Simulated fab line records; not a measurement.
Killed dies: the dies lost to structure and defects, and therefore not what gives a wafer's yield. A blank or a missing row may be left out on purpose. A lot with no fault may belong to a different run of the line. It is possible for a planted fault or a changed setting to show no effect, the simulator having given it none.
fab line records	flow berkeleyCmos170
record lots=7	wafers=21	lastDay=13
route steps=331 shown M2@278
lots that met no fault: from a run of the same line without faults
startH: the number of hours between the record's first day and the start of the first shown wafer of the lot	waitH: time in hours since the lot's previous step	" unchanged from the row above	L1.1+2: a single row standing in for several wafers	- no value present, or no start provided	* or withheld: withheld	< > ~ a bound
route shown NAME@n: NAME is a module with steps in the file, n the number in the route of the first one	usual: the fault-free wafers' mean and standard deviation	same: alike in all rows	chamber/n: place in a boat	sites: each site's reading	_std_site: the values' standard deviation	_edge_site: inner sites' mean taken away from outer sites' mean	radiusMm: for every site, how far away it sits from the centre of the wafer	mask NAME#n: copy n	behind: tool/chamber where the wafer was last shaped	hold: why the lot was held/for how many hours/how that ended	device: the transistor (n, p or np) that didn't switch	end of line: at the end of the route, the tests of the same wafers	a step given without rows: its recipe and nothing more	killed: dies that structure and defects cost at the first sort, which is not the same as the wafer's yield	map: the dies of a wafer, with x for killed, . for not killed, _ for no die there
set.NAME: the run value of the setting; set.NAME@STEP: its run value at that earlier step	model.NAME: the simulator's own value behind a step, which no gauge read
a table for each step, a row for each wafer; lots at some steps of the route
services: from which hour (startH, from the record's first day; less than 0 if before it) a tool's chamber was out of use, for how many hours, and why
## steps
# step UCB170_M2_STRIP_07
# recipe chemistry=O2	powerW=400	pressureMtorr=3500	platenTempC=withheld	o2FlowSccm=400	overashFraction=0.5
# usual chamberPressureMTorr=3500/3.1	drypumpMotorCurrentA=5.79/0.3	oesProductAu=0.735/0.0048	stripTimeToEndpointS=21.97/0.064
lot.wafer	tool	chamber	startH	waitH	chamberPressureMTorr	drypumpMotorCurrentA	oesProductAu	rfHoursCounterH	stripTimeToEndpointS
L243.3	plasmaAsher-02	1	211.49	0.1	3494	6.09	0.733	-	21.88
L243.5	"	1	"	"	3503	6.06	0.737	-	21.93
L243.6	"	0	"	"	3500	5.65	0.738	-	21.85
L246.3	plasmaAsher-03	1	223.72	0.1	3498	5.34	0.742	-	21.89
L246.4	"	0	"	"	3498	5.44	0.728	-	21.90
L246.5	"	1	"	"	3500	5.36	0.733	-	21.89
L247.1	plasmaAsher-02	1	236.69	0.1	3497	6.08	0.738	46	21.89
L247.2	"	0	"	"	3496	5.69	0.732	46	21.92
L247.4	"	0	"	"	3495	5.68	0.735	-	21.92
L248.2	plasmaAsher-04	1	240.04	0.1	3500	6.18	0.729	11	21.98
L248.3	"	0	"	"	3503	5.83	0.735	-	21.94
L248.6	"	0	"	"	3500	5.83	0.732	-	22.07
L249.1	plasmaAsher-03	0	240.49	0.1	3497	5.46	0.742	56	22.02
L249.2	"	1	"	"	3501	5.37	0.730	56	21.96
L249.5	"	0	"	"	3501	5.48	0.740	-	22.03
L255.1	plasmaAsher-03	1	276.28	0.1	3502	5.35	0.741	59	22.00
L255.4	"	0	"	"	3500	5.44	0.743	-	21.98
L255.5	"	1	"	"	3498	5.35	0.739	-	21.96
L254.3	plasmaAsher-02	1	290.17	0.1	3498	6.06	0.730	-	22.04
L254.4	"	0	"	"	3500	5.64	0.734	-	22.06
L254.6	"	0	"	"	3503	5.62	0.737	-	21.98
# step UCB170_M2_STRIP_08
# recipe chemistry=DMSO	tempC=80	timeS=600	material=KrF
# step UCB170_M2_COAT_09
# recipe resist=BARC	tempC=withheld	timeS=withheld	spinRpm=3000	resistThkNm=withheld
# step UCB170_M2_COAT_10
# recipe resist=KrF	spinRpm=1500	resistThkNm=900
# step UCB170_M2_SOFTBAKE_11
# recipe resist=KrF	tempC=130	timeS=60
# step UCB170_M2_EXPOSE_12
# recipe maskId=METAL2	targetCdNm=700	na=0.5	sigmaOuter=0.6	sourceShape=conventional	doseMj=25.8
# step UCB170_M2_PEB_13
# recipe pebTempC=130	pebTimeS=withheld	resist=KrF
# step UCB170_M2_DEVELOP_14
# recipe developer=TMAH	developTimeS=45	resist=KrF	devTempC=21
# step UCB170_M2_CD_MEAS_15
# recipe targetCdNm=700
# usual cdNm=700.3/1.5
lot.wafer	tool	chamber	startH	waitH	cdNm
L243.3	cdSem-02	-	212.76	-	699.8
L243.5	"	-	"	"	701.4
L243.6	"	-	"	"	701.5
L246.3	cdSem-02	-	225.18	-	699.5
L246.4	"	-	"	"	699.5
L246.5	"	-	"	"	700.3
L247.1	cdSem-02	-	238.06	-	703.6
L247.2	"	-	"	"	704.9
L247.4	"	-	"	"	703.6
L248.2	cdSem-01	-	242.65	-	699.8
L248.3	"	-	"	"	699.3
L248.6	"	-	"	"	699.6
L249.1	cdSem-01	-	242.90	-	702.9
L249.2	"	-	"	"	701.8
L249.5	"	-	"	"	700.6
L255.1	cdSem-02	-	278.21	-	701.2
L255.4	"	-	"	"	701.2
L255.5	"	-	"	"	702.4
L254.3	cdSem-01	-	292.51	-	699.2
L254.4	"	-	"	"	699.7
L254.6	"	-	"	"	700.3
# step UCB170_M2_OVL_MEAS_16
# usual M2_OVL=-2/4.7
lot.wafer	tool	chamber	startH	waitH	M2_OVL[nm]
L243.3	overlay-01	-	212.86	0.1	-4
L243.5	"	-	"	"	-2
L243.6	"	-	"	"	-6
L246.3	overlay-02	-	225.27	0.1	2
L246.4	"	-	"	"	-2
L246.5	"	-	"	"	2
L247.1	overlay-01	-	238.18	0.1	-6
L247.2	"	-	"	"	-4
L247.4	"	-	"	"	-1
L248.2	overlay-02	-	242.75	0.1	0
L248.3	"	-	"	"	-3
L248.6	"	-	"	"	-2
L249.1	overlay-01	-	243.02	0.1	5
L249.2	"	-	"	"	0
L249.5	"	-	"	"	3
L255.1	overlay-01	-	278.33	0.1	2
L255.4	"	-	"	"	3
L255.5	"	-	"	"	6
L254.3	overlay-02	-	292.60	0.1	1
L254.4	"	-	"	"	-8
L254.6	"	-	"	"	3
# step UCB170_M2_ETCH_17
# recipe chemistry=N2/H2	targetDepthA=withheld	overetchA=withheld	target=BARC	timeS=withheld	sourceW=500	biasW=100	pressureMtorr=30	n2FlowSccm=100	h2FlowSccm=200
# usual chamberPressureMTorr=29.996/0.029	drypumpMotorCurrentA=5.8/0.51	n2FlowSccm=99.9/0.3	oesProductAu=0.998/0.018	throttleValvePct=13.35/0.16
lot.wafer	tool	chamber	startH	waitH	chamberPressureMTorr	drypumpMotorCurrentA	n2FlowSccm	oesProductAu	throttleValvePct
L243.3	rieDiel-02	2	212.88	0.0	29.963	4.9	100.0	0.990	13.21
L243.5	"	1	"	"	29.979	5.3	99.8	0.981	13.42
L243.6	"	0	"	"	30.015	6.8	100.2	1.006	13.23
L246.3	rieDiel-01	0	225.29	0.0	30.030	6.5	99.9	0.977	13.48
L246.4	"	3	"	"	30.015	5.6	99.3	0.993	13.31
L246.5	"	2	"	"	29.977	6.1	100.0	1.025	13.16
L247.1	rieDiel-01	3	238.22	0.0	29.973	5.6	99.4	0.999	13.34
L247.2	"	2	"	"	29.966	6.1	100.3	1.022	13.17
L247.4	"	1	"	"	29.962	5.4	99.6	0.993	13.48
L248.2	rieDiel-01	1	242.78	0.0	30.003	5.4	99.9	0.983	13.50
L248.3	"	3	"	"	29.960	5.6	99.7	0.974	13.32
L248.6	"	3	"	"	30.003	5.6	99.6	0.982	13.32
L249.1	rieDiel-03	0	243.06	0.0	29.934	5.6	100.4	1.005	13.38
L249.2	"	1	"	"	30.006	6.0	100.2	1.021	13.17
L249.5	"	1	"	"	29.970	6.0	100.3	1.019	13.18
L255.1	rieDiel-03	0	278.37	0.0	29.998	5.6	100.0	1.010	13.38
L255.4	"	3	"	"	29.967	5.7	100.0	0.980	13.66
L255.5	"	3	"	"	29.998	5.7	100.2	0.983	13.64
L254.3	rieDiel-01	0	292.63	0.0	29.997	6.5	100.0	0.967	13.48
L254.4	"	1	"	"	29.960	5.4	100.2	0.992	13.48
L254.6	"	3	"	"	29.971	5.6	99.6	0.984	13.32
# step UCB170_M2_METAL_ETCH_18
# recipe chemistry=Cl2/BCl3	target=Al	stopOn=SiO2	pressureMtorr=12	targetDepthA=11700	overEtchFrac=0.3	timeS=195	icpW=600	biasW=120	Cl2_flow_sccm=90	bcl3FlowSccm=45
# usual chamberPressureMTorr=12.001/0.013	drypumpMotorCurrentA=5.6/0.52	mfcCl2Sccm=89.97/0.24	oesProductAu=0.860/0.02	throttleValvePct=24.46/0.14
lot.wafer	tool	chamber	startH	waitH	chamberPressureMTorr	drypumpMotorCurrentA	mfcCl2Sccm	oesProductAu	rfHoursCounterH	throttleValvePct
L243.3	rieMetal-01	0	212.98	-	11.987	5.4	90.41	0.816	-	24.24
L243.5	"	0	"	"	11.979	5.4	89.97	0.816	-	24.24
L243.6	"	1	"	"	11.993	5.2	90.75	0.882	-	24.59
L246.3	rieMetal-01	0	225.40	-	11.983	5.4	90.02	0.825	-	24.24
L246.4	"	1	"	"	11.995	5.1	89.98	0.883	-	24.60
L246.5	"	1	"	"	11.993	5.1	89.64	0.878	-	24.59
L247.1	rieMetal-01	1	238.26	-	11.983	5.2	89.95	0.882	10	24.60
L247.2	"	0	"	"	12.028	5.4	89.82	0.841	3	24.22
L247.4	"	0	"	"	11.992	5.4	90.27	0.843	-	24.23
L248.2	rieMetal-02	0	242.83	-	12.015	5.0	89.97	0.880	11	24.47
L248.3	"	0	"	"	11.983	5.0	90.23	0.874	-	24.48
L248.6	"	1	"	"	11.984	6.0	89.65	0.834	-	24.37
L249.1	rieMetal-03	0	243.10	-	12.007	5.4	89.83	0.856	4	24.36
L249.2	"	1	"	"	12.002	6.4	89.90	0.868	4	24.61
L249.5	"	0	"	"	12.004	5.4	89.81	0.864	-	24.36
L255.1	rieMetal-01	1	278.41	-	12.007	5.1	90.13	0.874	12	24.59
L255.4	"	0	"	"	12.001	5.4	89.88	0.839	-	24.24
L255.5	"	0	"	"	11.983	5.4	90.18	0.825	-	24.25
L254.3	rieMetal-03	0	292.73	-	11.991	5.4	90.56	0.850	-	24.38
L254.4	"	1	"	"	12.007	6.4	89.98	0.871	-	24.60
L254.6	"	1	"	"	12.013	6.4	90.38	0.853	-	24.62
# step UCB170_M2_STRIP_19
# recipe chemistry=O2	powerW=400	pressureMtorr=3500	platenTempC=withheld	o2FlowSccm=400	overashFraction=0.5
# usual chamberPressureMTorr=3499.4/3	drypumpMotorCurrentA=5.73/0.3	oesProductAu=0.540/0.024
lot.wafer	tool	chamber	startH	waitH	chamberPressureMTorr	drypumpMotorCurrentA	oesProductAu	rfHoursCounterH	model.KrF_of_M2_COAT_10.thkNm
L243.3	plasmaAsher-02	0	213.14	0.1	3496.6	5.69	0.546	-	0
L243.5	"	1	"	"	3500.5	6.04	0.554	-	0
L243.6	"	0	"	"	3494.5	5.67	0.556	-	0
L246.3	plasmaAsher-04	0	225.55	0.1	3499.2	5.82	0.575	-	0
L246.4	"	1	"	"	3504.2	6.15	0.558	-	0
L246.5	"	0	"	"	3499.0	5.83	0.576	-	0
L247.1	plasmaAsher-03	0	238.45	0.1	-	-	-	-	222.5
L247.2	"	1	"	"	-	-	-	-	238.8
L247.4	"	1	"	"	-	-	-	-	240.4
L248.2	plasmaAsher-04	1	243.01	0.1	-	-	-	-	198.4
L248.3	"	1	"	"	-	-	-	-	201.2
L248.6	"	1	"	"	-	-	-	-	187
L249.1	plasmaAsher-03	0	243.29	0.1	-	-	-	-	218.2
L249.2	"	1	"	"	-	-	-	-	172.2
L249.5	"	1	"	"	-	-	-	-	221.6
L255.1	plasmaAsher-04	1	278.60	0.1	3500.6	6.17	0.558	15	0
L255.4	"	1	"	"	3499.5	6.21	0.564	-	0
L255.5	"	1	"	"	3496.6	6.17	0.568	-	0
L254.3	plasmaAsher-02	1	292.89	0.1	3501.0	6.03	0.554	-	0
L254.4	"	0	"	"	3502.2	5.65	0.502	-	0
L254.6	"	1	"	"	3498.2	6.05	0.523	-	0
# step UCB170_M2_CD_MEAS_90
# recipe targetCdNm=700
# usual cdNm=699/3.4
lot.wafer	tool	chamber	startH	waitH	cdNm
L243.3	cdSem-02	-	213.25	0.1	700
L243.5	"	-	"	"	700
L243.6	"	-	"	"	702
L246.3	cdSem-01	-	225.66	0.1	696
L246.4	"	-	"	"	700
L246.5	"	-	"	"	699
L247.1	cdSem-01	-	238.55	0.1	702
L247.2	"	-	"	"	703
L247.4	"	-	"	"	705
L248.2	cdSem-02	-	243.13	0.1	705
L248.3	"	-	"	"	702
L248.6	"	-	"	"	700
L249.1	cdSem-02	-	243.39	0.1	702
L249.2	"	-	"	"	697
L249.5	"	-	"	"	695
L255.1	cdSem-01	-	278.70	0.1	700
L255.4	"	-	"	"	702
L255.5	"	-	"	"	703
L254.3	cdSem-01	-	293.00	0.1	700
L254.4	"	-	"	"	693
L254.6	"	-	"	"	696
## services
tool	chamber	startH	hours	kind
rieMetal-03	-	188.17	0.4	repair
rieDiel-01	3	193.10	5.3	repair
rieDiel-02	3	194.09	-	clean
rieDiel-02	3	194.09	21.7	scheduledDown
rieDiel-02	3	194.09	21.7	ventCycle
rieDiel-03	-	211.11	14.6	pm
plasmaAsher-03	-	214.55	2.8	pm
plasmaAsher-03	-	218.17	2.3	repair
rieMetal-01	-	241.93	0.2	repair
rieMetal-01	0	242.84	7.0	repair
rieDiel-03	3	253.36	-	clean
rieDiel-03	3	253.36	17.7	scheduledDown
rieDiel-03	3	253.36	17.7	ventCycle
rieMetal-03	0	273.31	1.7	repair
rieDiel-03	0	278.85	9.5	repair
plasmaAsher-02	-	281.02	3.2	repair
## key
firstSign step=UCB170_M2_STRIP_19	reading=toolRecord	direction=missing
effect none on later readings
modelEffect step=UCB170_M2_STRIP_19	value=KrF_of_M2_COAT_10.thkNm	without=0	struck=211.1
metAt UCB170_M2_STRIP_19
struckWafers L247.1,L247.2,L247.4,L248.2,L248.3,L248.6,L249.1,L249.2,L249.5
laterRowsLeftOut L247.1,L247.2,L247.4,L248.2,L248.3,L248.6,L249.1,L249.2,L249.5
sortLeftOut L247.1,L247.2,L247.4,L248.2,L248.3,L248.6,L249.1,L249.2,L249.5
onsetBetween 225.55 238.45
fault kind=skippedStepWhole	tool=plasmaAsher-03,plasmaAsher-04	chamber=-	onsetH=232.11	steps=UCB170_M2_STRIP_19	scope=struckLotsOnly
# sortLeftOut: the simulated sort isn't trusted on such a fault, so these wafers' sort isn't shown, and their yield isn't known
# laterRowsLeftOut: the simulator's readings of these wafers behind a module that went badly wrong aren't trusted and aren't shown, but for the sort
